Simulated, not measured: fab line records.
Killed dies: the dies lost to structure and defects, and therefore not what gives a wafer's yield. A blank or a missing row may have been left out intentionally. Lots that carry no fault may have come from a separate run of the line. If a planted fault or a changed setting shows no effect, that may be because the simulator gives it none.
fab line records	flow berkeley_cmos170	part 1 of 2: steps 1 to 27 of 39
[record] lots = 5	wafers = 15	last_day = 10
route steps=331 shown M2@285 V2@292 M3@309
lots that met no fault: taken from a fault-free run of the same line
start_h: hours from the record's first day to the start of the lot's first wafer shown	wait_h: hours since the lot's step before	" the same as in the row above	L1.1+2: a single row standing in for several wafers	- no value, or no start given	* or withheld: withheld	< > ~ a bound
route shown NAME@n: NAME is a module with steps in the file, n the number in the route of the first one	usual: mean and standard deviation over wafers with no fault	same: alike in all rows	chamber/n: place in a boat	sites: each site's reading	_std_site: standard deviation across them	_edge_site: mean of outer sites minus mean of inner sites	radius_mm: for every site, how far away it sits from the centre of the wafer	mask NAME#n: copy n	behind: the last tool/chamber to shape the wafer	hold: what put the lot on hold/how long, in hours/how the hold closed	device: which transistor (n, p or np) failed to switch	end of line: the same wafers' tests at the end of the route	where a step has no rows: the recipe by itself	killed: the dies lost at the first sort to structure and to defects; this is not the yield of the wafer	map: a wafer's dies, x killed, . not, _ none there
set.NAME: setting as actually run; set.NAME@STEP: the setting as run at that earlier step	model.NAME: the simulator's own value behind a step, which no gauge read
certain route steps with their lots: each step a table, each wafer a row
services: when a tool's chamber went out of use (start_h, in hours from the record's first day, below 0 if earlier), for how many hours, and the reason
[[steps]]
[step UCB170_M2_DEVELOP_14]
[recipe] developer = TMAH	develop_time_s = 45	resist = KrF	dev_temp_c = 21
[same] develop_time_s = 45
lot.wafer	tool	chamber	start_h	wait_h
L074.1+3+5	litho_track-04	0	-	-
L076.1+3+5	litho_track-04	0	-	-
L081.1+4+5	litho_track-04	0	-	-
L087.3+5+6	litho_track-03	0	-	-
L088.1+3+5	litho_track-01	0	-	-
[step UCB170_M2_CD_MEAS_15]
[recipe] target_cd_nm = 700
[usual] cd_nm = 699.8/1.1
lot.wafer	tool	chamber	start_h	wait_h	cd_nm
L074.1	cd_sem-01	-	183.79	-	698.5
L074.3	"	-	"	"	698.5
L074.5	"	-	"	"	699.5
L076.1	cd_sem-02	-	193.63	-	701.9
L076.3	"	-	"	"	700.2
L076.5	"	-	"	"	702.1
L081.1	cd_sem-02	-	213.53	-	702.4
L081.4	"	-	"	"	701.4
L081.5	"	-	"	"	701.2
L087.3	cd_sem-02	-	235.97	-	699.2
L087.5	"	-	"	"	699.7
L087.6	"	-	"	"	699.3
L088.1	cd_sem-01	-	242.90	-	698.7
L088.3	"	-	"	"	697.9
L088.5	"	-	"	"	699.6
[step UCB170_M2_OVL_MEAS_16]
[usual] M2_OVL = 5/5
lot.wafer	tool	chamber	start_h	wait_h	M2_OVL[nm]
L074.1	overlay-02	-	183.91	0.1	12
L074.3	"	-	"	"	8
L074.5	"	-	"	"	12
L076.1	overlay-02	-	193.75	0.1	6
L076.3	"	-	"	"	-1
L076.5	"	-	"	"	2
L081.1	overlay-02	-	213.65	0.1	10
L081.4	"	-	"	"	1
L081.5	"	-	"	"	4
L087.3	overlay-01	-	236.06	0.1	4
L087.5	"	-	"	"	-1
L087.6	"	-	"	"	8
L088.1	overlay-01	-	243.02	0.1	-2
L088.3	"	-	"	"	-4
L088.5	"	-	"	"	4
[step UCB170_M2_ETCH_17]
[recipe] chemistry = N2/H2	target_depth_a = withheld	overetch_a = withheld	target = BARC	time_s = withheld	source_w = 500	bias_w = 100	pressure_mtorr = 30	n2_flow_sccm = 100	h2_flow_sccm = 200
[usual] drypump_motor_current_A = 5.5/0.48	oes_product_au = 1.001/0.016	throttle_valve_pct = 13.24/0.16
lot.wafer	tool	chamber	start_h	wait_h	drypump_motor_current_A	oes_product_au	throttle_valve_pct
L074.1	rie_diel-02	1	183.94	0.0	5.9	1.006	13.30
L074.3	"	3	"	"	5.9	1.014	13.19
L074.5	"	3	"	"	5.9	1.010	13.20
L076.1	rie_diel-02	3	193.79	0.0	5.9	1.011	13.20
L076.3	"	0	"	"	4.8	0.977	13.35
L076.5	"	2	"	"	6.0	0.995	13.16
L081.1	rie_diel-04	0	213.68	0.0	6.2	0.988	13.52
L081.4	"	3	"	"	6.1	1.006	12.89
L081.5	"	1	"	"	5.3	0.989	13.08
L087.3	rie_diel-02	3	236.09	0.0	5.9	1.020	13.20
L087.5	"	0	"	"	4.8	0.985	13.35
L087.6	"	1	"	"	5.9	0.990	13.29
L088.1	rie_diel-02	0	243.06	0.0	4.8	0.973	13.36
L088.3	"	1	"	"	5.9	0.977	13.27
L088.5	"	1	"	"	5.9	0.992	13.29
[step UCB170_M2_METAL_ETCH_18]
[recipe] chemistry = Cl2/BCl3	target = Al	stop_on = SiO2	pressure_mtorr = 12	target_depth_a = 11700	over_etch_frac = 0.3	time_s = 195	icp_w = 600	bias_w = 120	Cl2_flow_sccm = 90	bcl3_flow_sccm = 45
[usual] drypump_motor_current_A = 5.6/0.58	oes_product_au = 0.852/0.0085	throttle_valve_pct = 24.35/0.2
lot.wafer	tool	chamber	start_h	wait_h	drypump_motor_current_A	oes_product_au	rf_hours_counter_h	throttle_valve_pct
L074.1	rie_metal-02	1	183.98	-	5.9	0.845	3.7	24.25
L074.3	"	0	"	"	5.9	0.855	-	24.26
L074.5	"	0	"	"	5.9	0.864	-	24.25
L076.1	rie_metal-02	1	193.83	-	5.9	0.850	3.9	24.27
L076.3	"	1	"	"	5.9	0.858	-	24.25
L076.5	"	1	"	"	5.9	0.845	-	24.25
L081.1	rie_metal-03	1	213.73	-	6.5	0.853	5.0	24.46
L081.4	"	1	"	"	6.5	0.855	-	24.46
L081.5	"	0	"	"	4.7	0.851	-	24.69
L087.3	rie_metal-01	0	236.19	-	5.1	0.859	-	24.04
L087.5	"	1	"	"	5.1	0.847	-	24.49
L087.6	"	0	"	"	5.1	0.866	-	24.03
L088.1	rie_metal-03	0	243.10	-	4.7	0.856	6.7	24.69
L088.3	"	0	"	"	4.7	0.863	-	24.68
L088.5	"	0	"	"	4.7	0.855	-	24.69
[step UCB170_M2_STRIP_19]
[recipe] chemistry = O2	power_w = 400	pressure_mtorr = 3500	platen_temp_c = withheld	o2_flow_sccm = 400	overash_fraction = 0.5
[usual] drypump_motor_current_A = 5.4/0.47	oes_product_au = 0.538/0.009
lot.wafer	tool	chamber	start_h	wait_h	drypump_motor_current_A	oes_product_au	rf_hours_counter_h
L074.1	plasma_asher-01	1	184.17	0.1	5.4	0.553	40
L074.3	"	1	"	"	5.5	0.546	-
L074.5	"	1	"	"	5.5	0.544	-
L076.1	plasma_asher-03	0	194.01	0.1	5.0	0.548	48
L076.3	"	0	"	"	5.0	0.547	-
L076.5	"	0	"	"	5.0	0.550	-
L081.1	plasma_asher-01	0	213.91	0.1	4.8	0.541	44
L081.4	"	0	"	"	4.8	0.535	-
L081.5	"	0	"	"	4.8	0.557	-
L087.3	plasma_asher-01	0	236.35	0.1	4.8	0.516	-
L087.5	"	0	"	"	4.8	0.520	-
L087.6	"	1	"	"	5.5	0.528	-
L088.1	plasma_asher-02	0	243.29	0.1	5.1	0.530	55
L088.3	"	0	"	"	5.1	0.532	-
L088.5	"	0	"	"	5.1	0.531	-
[step UCB170_M2_CD_MEAS_90]
[recipe] target_cd_nm = 700
[usual] cd_nm = 699.6/2.6
lot.wafer	tool	chamber	start_h	wait_h	cd_nm
L074.1	cd_sem-01	-	184.27	0.1	702.2
L074.3	"	-	"	"	699.0
L074.5	"	-	"	"	699.3
L076.1	cd_sem-02	-	194.23	0.2	702.4
L076.3	"	-	"	"	702.7
L076.5	"	-	"	"	702.5
L081.1	cd_sem-01	-	214.01	0.1	699.6
L081.4	"	-	"	"	698.8
L081.5	"	-	"	"	702.0
L087.3	cd_sem-01	-	236.45	0.1	696.1
L087.5	"	-	"	"	700.0
L087.6	"	-	"	"	701.4
L088.1	cd_sem-01	-	243.50	0.2	699.5
L088.3	"	-	"	"	702.1
L088.5	"	-	"	"	699.3
[step UCB170_V2_CVD_00]
[recipe] material = SiO2	target_thk_nm = 2000	temp_c = 390	precursor = TEOS/O2	time_s = 250	rf_w = 550	pressure_mtorr = 9000
[usual] heater_power_w = 255/62
lot.wafer	tool	chamber	start_h	wait_h	heater_power_w
L074.1	pecvd-04	2	184.39	0.1	361
L074.3	"	1	"	"	209
L074.5	"	2	"	"	256
L076.1	pecvd-02	1	194.35	0.1	315
L076.3	"	0	"	"	232
L076.5	"	2	"	"	176
L081.1	pecvd-04	0	214.13	0.1	273
L081.4	"	1	"	"	185
L081.5	"	0	"	"	183
L087.3	pecvd-02	1	236.53	0.1	415
L087.5	"	0	"	"	189
L087.6	"	1	"	"	317
L088.1	pecvd-01	1	243.62	0.1	246
L088.3	"	2	"	"	312
L088.5	"	0	"	"	198
[step UCB170_V2_THK_MEAS_01]
[recipe] reads = SiO2_of_V2_CVD_00
[usual] V2_TEOS_THK = 2007/24
lot.wafer	tool	chamber	start_h	wait_h	V2_TEOS_THK[nm]
L074.1	film_metro-03	-	184.55	0.1	2005
L074.3	"	-	"	"	2001
L074.5	"	-	"	"	2029
L076.1	film_metro-02	-	194.51	0.1	1992
L076.3	"	-	"	"	1985
L076.5	"	-	"	"	2026
L081.1	film_metro-01	-	214.29	0.1	2008
L081.4	"	-	"	"	2017
L081.5	"	-	"	"	2031
L087.3	film_metro-02	-	236.71	0.1	1947
L087.5	"	-	"	"	1974
L087.6	"	-	"	"	1962
L088.1	film_metro-02	-	243.78	0.1	1984
L088.3	"	-	"	"	2013
L088.5	"	-	"	"	2049
[step UCB170_V2_CMP_02]
[recipe] material = SiO2	down_force_psi = 6	platen_rpm = 60	pad_velocity_m_s = 0.75398
[usual] motor_current_A = 16.1/2
lot.wafer	tool	chamber	start_h	wait_h	motor_current_A
L074.3	cmp-01	0	184.66	0.1	15.2
L074.1	"	2	"	"	19.2
L074.5	"	3	"	"	18.0
L076.1	cmp-02	3	194.63	0.1	15.3
L076.3	"	1	"	"	14.7
L076.5	"	0	"	"	13.4
L081.1	cmp-02	2	214.40	0.1	18.6
L081.4	"	0	"	"	12.7
L081.5	"	2	"	"	17.4
L087.3	cmp-02	3	236.97	0.3	15.3
L087.5	"	2	"	"	18.4
L087.6	"	3	"	"	15.2
L088.3	cmp-02	2	243.89	0.1	18.4
L088.1	"	0	"	"	13.3
L088.5	"	2	"	"	17.2
[step UCB170_V2_BOW_MEAS_03]
[recipe] mode = bow
[usual] V2_BOW = 36/7.2
lot.wafer	tool	chamber	start_h	wait_h	V2_BOW[um]
L074.1	film_metro-02	-	184.91	0.1	38
L074.3	"	-	"	"	28
L074.5	"	-	"	"	52
L076.1	film_metro-01	-	194.93	0.2	40
L076.3	"	-	"	"	23
L076.5	"	-	"	"	24
L081.1	film_metro-02	-	214.65	0.2	36
L081.4	"	-	"	"	31
L081.5	"	-	"	"	22
L087.3	film_metro-01	-	237.26	0.2	30
L087.5	"	-	"	"	39
L087.6	"	-	"	"	40
L088.1	film_metro-02	-	244.14	0.1	30
L088.3	"	-	"	"	33
L088.5	"	-	"	"	31
[step UCB170_V2_THK_MEAS_04]
[recipe] reads = SiO2_of_V2_CVD_00
[usual] V2_POLISHED_THK = 1000.1/1
lot.wafer	tool	chamber	start_h	wait_h	V2_POLISHED_THK[nm]
L074.1	film_metro-02	-	185.03	0.1	1000.1
L074.3	"	-	"	"	998.9
L074.5	"	-	"	"	999.6
L076.1	film_metro-01	-	195.05	0.1	999.1
L076.3	"	-	"	"	1000.9
L076.5	"	-	"	"	1000.7
L081.1	film_metro-02	-	214.77	0.1	999.5
L081.4	"	-	"	"	999.6
L081.5	"	-	"	"	999.3
L087.3	film_metro-01	-	237.36	0.1	998.9
L087.5	"	-	"	"	1001.1
L087.6	"	-	"	"	999.8
L088.1	film_metro-02	-	244.26	0.1	1002.5
L088.3	"	-	"	"	1000.9
L088.5	"	-	"	"	1001.8
[step UCB170_V2_CLEAN_05]
[recipe] chemistry = DIW
lot.wafer	tool	chamber	start_h	wait_h
L074.1+3+5	wet_bench-01	0	185.09	0.1
L076.1+3+5	wet_bench-01	2	195.11	0.1
L081.1+4+5	wet_bench-02	3	214.83	0.1
L087.3+5+6	wet_bench-02	0	237.46	0.1
L088.1+3+5	wet_bench-01	3	244.45	0.2
[step UCB170_V2_HMDS_06]
[recipe] prime_time_s = 60	prime_temp_c = 100
[same] prime_time_s = 60
lot.wafer	tool	chamber	start_h	wait_h
L074.1+3+5	litho_track-01	0	186.91	1.6
L076.1+3+5	litho_track-01	0	195.29	0.0
L081.1+4+5	litho_track-04	0	215.00	0.0
L087.3+5+6	litho_track-01	0	237.86	0.1
L088.1+3+5	litho_track-02	0	245.13	0.5
[step UCB170_V2_COAT_07]
[recipe] resist = KrF	spin_rpm = 1500	resist_thk_nm = 900
[usual] spin_speed_rpm = 1500.0/0.83
lot.wafer	tool	chamber	start_h	wait_h	spin_speed_rpm
L074.1	litho_track-01	0	187.06	0.1	1499.7
L074.3	"	0	"	"	1499.6
L074.5	"	0	"	"	1500.5
L076.1	litho_track-01	0	195.44	0.1	1499.2
L076.3	"	0	"	"	1500.2
L076.5	"	0	"	"	1499.3
L081.1	litho_track-04	0	215.15	0.1	1499.6
L081.4	"	0	"	"	1498.6
L081.5	"	0	"	"	1498.8
L087.3	litho_track-01	0	238.01	0.1	1499.7
L087.5	"	0	"	"	1499.4
L087.6	"	0	"	"	1501.5
L088.1	litho_track-02	0	245.28	0.1	1499.8
L088.3	"	0	"	"	1499.6
L088.5	"	0	"	"	1500.8
[step UCB170_V2_SOFTBAKE_08]
[recipe] resist = KrF	temp_c = 130	time_s = 60
lot.wafer	tool	chamber	start_h	wait_h
L074.1+3+5	litho_track-01	0	187.21	0.1
L076.1+3+5	litho_track-01	0	195.59	0.1
L081.1+4+5	litho_track-04	0	215.30	0.1
L087.3+5+6	litho_track-01	0	238.16	0.1
L088.1+3+5	litho_track-02	0	245.43	0.1
[step UCB170_V2_EXPOSE_09]
[recipe] mask_id = VIA2	target_cd_nm = 700	na = 0.5	sigma_outer = 0.6	source_shape = conventional	dose_mj = 37
[usual] exposure_dose_mJ_cm2 = 36.99/0.037
[same] na = 0.5
lot.wafer	tool	chamber	start_h	wait_h	mask	exposure_dose_mJ_cm2
L074.1	krf_scanner-02	0	-	-	VIA2#0	36.97
L074.3	"	0	"	"	VIA2#0	36.99
L074.5	"	0	"	"	VIA2#0	37.01
L076.1	krf_scanner-01	0	195.74	0.1	VIA2#0	36.97
L076.3	"	0	"	"	VIA2#0	37.00
L076.5	"	0	"	"	VIA2#0	36.97
L081.1	krf_scanner-01	0	215.58	0.2	VIA2#0	37.00
L081.4	"	0	"	"	VIA2#0	37.05
L081.5	"	0	"	"	VIA2#0	37.04
L087.3	krf_scanner-02	0	238.42	0.2	VIA2#0	36.99
L087.5	"	0	"	"	VIA2#0	37.00
L087.6	"	0	"	"	VIA2#0	37.03
L088.1	krf_scanner-02	0	245.87	0.4	VIA2#0	36.99
L088.3	"	0	"	"	VIA2#0	37.02
L088.5	"	0	"	"	VIA2#0	36.96
[step UCB170_V2_PEB_10]
[recipe] peb_temp_c = 130	peb_time_s = withheld	resist = KrF
lot.wafer	tool	chamber	start_h	wait_h
L074.1+3+5	litho_track-01	0	-	-
L076.1+3+5	litho_track-02	0	195.89	0.1
L081.1+4+5	litho_track-02	0	215.70	0.1
L087.3+5+6	litho_track-01	0	238.55	0.1
L088.1+3+5	litho_track-04	0	246.06	0.2
[step UCB170_V2_DEVELOP_11]
[recipe] developer = TMAH	develop_time_s = 45	resist = KrF	dev_temp_c = 21
[same] develop_time_s = 45
lot.wafer	tool	chamber	start_h	wait_h
L074.1+3+5	litho_track-01	0	-	-
L076.1+3+5	litho_track-02	0	-	-
L081.1+4+5	litho_track-02	0	-	-
L087.3+5+6	litho_track-01	0	-	-
L088.1+3+5	litho_track-04	0	-	-
[step UCB170_V2_CD_MEAS_12]
[recipe] target_cd_nm = 700
[usual] cd_nm = 699.9/1.5
lot.wafer	tool	chamber	start_h	wait_h	cd_nm
L074.1	cd_sem-01	-	189.26	-	699.8
L074.3	"	-	"	"	700.2
L074.5	"	-	"	"	700.0
L076.1	cd_sem-02	-	196.16	-	702.8
L076.3	"	-	"	"	703.0
L076.5	"	-	"	"	702.3
L081.1	cd_sem-02	-	215.97	-	702.1
L081.4	"	-	"	"	700.1
L081.5	"	-	"	"	701.5
L087.3	cd_sem-02	-	238.81	-	698.1
L087.5	"	-	"	"	700.8
L087.6	"	-	"	"	700.2
L088.1	cd_sem-02	-	246.33	-	700.0
L088.3	"	-	"	"	701.6
L088.5	"	-	"	"	700.4
[step UCB170_V2_OVL_MEAS_13]
[usual] V2_OVL = 0/6.3
lot.wafer	tool	chamber	start_h	wait_h	V2_OVL[nm]
L074.1	overlay-01	-	189.38	0.1	-15
L074.3	"	-	"	"	-14
L074.5	"	-	"	"	-2
L076.1	overlay-02	-	196.28	0.1	6
L076.3	"	-	"	"	8
L076.5	"	-	"	"	-1
L081.1	overlay-01	-	216.09	0.1	4
L081.4	"	-	"	"	12
L081.5	"	-	"	"	-1
L087.3	overlay-02	-	238.90	0.1	9
L087.5	"	-	"	"	7
L087.6	"	-	"	"	5
L088.1	overlay-01	-	246.45	0.1	-10
L088.3	"	-	"	"	-10
L088.5	"	-	"	"	0
[step UCB170_V2_ETCH_14]
[recipe] chemistry = CHF3/CF4/Ar	target = SiO2	stop_on = Al	CHF3_flow_sccm = 45	cf4_flow_sccm = 15	Ar_flow_sccm = 150	pressure_mtorr = 200	rf_w = 700	target_depth_a = 12500	over_etch_frac = 0.25	time_s = 291
[usual] cf4_flow_sccm = 15.00/0.049	drypump_motor_current_A = 5.7/0.42	oes_product_au = 0.876/0.015	throttle_valve_pct = 6.96/0.12
lot.wafer	tool	chamber	start_h	wait_h	cf4_flow_sccm	drypump_motor_current_A	oes_product_au	rf_hours_counter_h	throttle_valve_pct
L074.1	rie_diel-04	2	189.42	0.0	15.06	5.1	0.880	113	6.93
L074.3	"	0	"	"	14.91	6.2	0.865	17	7.11
L074.5	"	0	"	"	15.00	6.2	0.863	-	7.10
L076.1	rie_diel-02	2	196.32	0.0	14.99	6.0	0.866	42	6.86
L076.3	"	3	"	"	14.94	5.8	0.898	48	6.92
L076.5	"	2	"	"	15.00	6.0	0.864	-	6.88
L081.1	rie_diel-02	3	216.13	0.0	15.00	5.8	0.897	49	6.92
L081.4	"	2	"	"	15.05	6.0	0.870	43	6.87
L081.5	"	1	"	"	15.09	5.9	0.876	-	7.01
L087.3	rie_diel-02	3	238.93	0.0	14.95	5.9	0.900	50	6.91
L087.5	"	1	"	"	14.99	5.8	0.873	-	6.99
L087.6	"	2	"	"	14.97	6.0	0.872	-	6.88
L088.1	rie_diel-02	1	246.49	0.0	14.93	5.8	0.869	2	6.99
L088.3	"	2	"	"	15.04	6.0	0.867	44	6.87
L088.5	"	1	"	"	14.91	5.9	0.881	-	6.99
[step UCB170_V2_STRIP_15]
[recipe] chemistry = O2	power_w = 400	pressure_mtorr = 3500	platen_temp_c = withheld	o2_flow_sccm = 400	overash_fraction = 0.5
[usual] drypump_motor_current_A = 5.6/0.63	oes_product_au = 0.721/0.0044	strip_time_to_endpoint_s = 15.34/0.097
lot.wafer	tool	chamber	start_h	wait_h	drypump_motor_current_A	oes_product_au	rf_hours_counter_h	strip_time_to_endpoint_s
L074.1	plasma_asher-04	1	189.59	0.1	6.0	0.720	9	15.30
L074.3	"	1	"	"	6.0	0.727	-	15.36
L074.5	"	0	"	"	6.7	0.722	-	15.29
L076.1	plasma_asher-02	1	196.49	0.1	5.8	0.723	50	15.40
L076.3	"	1	"	"	5.8	0.715	-	15.37
L076.5	"	1	"	"	5.8	0.718	-	15.39
L081.1	plasma_asher-01	0	216.31	0.1	4.8	0.726	44	15.40
L081.4	"	0	"	"	4.8	0.730	-	15.52
L081.5	"	0	"	"	4.8	0.718	-	15.52
L087.3	plasma_asher-04	1	239.14	0.1	6.0	0.723	-	15.41
L087.5	"	0	"	"	6.7	0.718	-	15.44
L087.6	"	1	"	"	6.0	0.725	-	15.39
L088.1	plasma_asher-04	1	246.66	0.1	6.1	0.721	16	15.42
L088.3	"	0	"	"	6.7	0.719	-	15.41
L088.5	"	0	"	"	6.7	0.724	-	15.39
[step UCB170_V2_CD_MEAS_90]
[recipe] target_cd_nm = 700
[usual] cd_nm = 700.1/1.6
lot.wafer	tool	chamber	start_h	wait_h	cd_nm
L074.1	cd_sem-02	-	189.69	0.1	699.6
L074.3	"	-	"	"	699.6
L074.5	"	-	"	"	700.1
L076.1	cd_sem-01	-	196.59	0.1	703.5
L076.3	"	-	"	"	703.3
L076.5	"	-	"	"	702.9
L081.1	cd_sem-01	-	216.41	0.1	702.2
L081.4	"	-	"	"	699.6
L081.5	"	-	"	"	702.4
L087.3	cd_sem-02	-	239.25	0.1	698.8
L087.5	"	-	"	"	700.6
L087.6	"	-	"	"	700.3
L088.1	cd_sem-02	-	246.76	0.1	699.8
L088.3	"	-	"	"	701.4
L088.5	"	-	"	"	700.5
[step UCB170_M3_PRE_CLEAN_00]
[recipe] gas = Ar	preclean_etch_time_s = 60
lot.wafer	tool	chamber	start_h	wait_h
L074.1+3+5	pvd_sputter-01	-	189.81	0.1
L076.1+3+5	pvd_sputter-02	-	196.71	0.1
L081.1+4+5	pvd_sputter-02	-	216.53	0.1
L087.3+5+6	pvd_sputter-01	-	239.33	0.1
L088.1+3+5	pvd_sputter-03	-	246.88	0.1
[step UCB170_M3_SPUTTER_01]
[recipe] material = Al	target_thk_nm = 900	time_s = 120	power_w = 6000	chamber_pressure_pa = 0.5
[usual] chamber_pressure_pa = 0.4999/0.001	throttle_valve_pct = 29.7/1.5
lot.wafer	tool	chamber	start_h	wait_h	chamber_pressure_pa	throttle_valve_pct
L074.1	pvd_sputter-01	-	189.88	0.0	0.4992	28.6
L074.3	"	-	"	"	0.5008	30.8
L074.5	"	-	"	"	0.4993	28.5
L076.1	pvd_sputter-02	-	196.78	0.0	0.4997	30.7
L076.3	"	-	"	"	0.5001	28.3
L076.5	"	-	"	"	0.4998	30.8
L081.1	pvd_sputter-02	-	216.59	0.0	0.4999	28.4
L081.4	"	-	"	"	0.5018	30.8
L081.5	"	-	"	"	0.4982	30.2
L087.3	pvd_sputter-01	-	239.39	0.0	0.4985	31.0
L087.5	"	-	"	"	0.4983	31.1
L087.6	"	-	"	"	0.5005	27.5
L088.1	pvd_sputter-03	-	246.95	0.0	0.5010	32.9
L088.3	"	-	"	"	0.4998	30.4
L088.5	"	-	"	"	0.4995	30.2
[step UCB170_M3_RS_MEAS_02]
[recipe] thk_meas_gauge = four-point-probe	reads = Al_of_M3_SPUTTER_01
[usual] M3_AL_RS = 0.0321/0.00031
lot.wafer	tool	chamber	start_h	wait_h	M3_AL_RS[ohm/sq]
L074.1	film_metro-03	-	189.96	0.0	0.0319
L074.3	"	-	"	"	0.0320
L074.5	"	-	"	"	0.0319
L076.1	film_metro-04	-	196.87	0.0	0.0321
L076.3	"	-	"	"	0.0318
L076.5	"	-	"	"	0.0321
L081.1	film_metro-04	-	216.68	0.0	0.0321
L081.4	"	-	"	"	0.0321
L081.5	"	-	"	"	0.0319
L087.3	film_metro-03	-	239.52	0.1	0.0318
L087.5	"	-	"	"	0.0322
L087.6	"	-	"	"	0.0319
L088.1	film_metro-01	-	247.03	0.0	0.0329
L088.3	"	-	"	"	0.0324
L088.5	"	-	"	"	0.0324
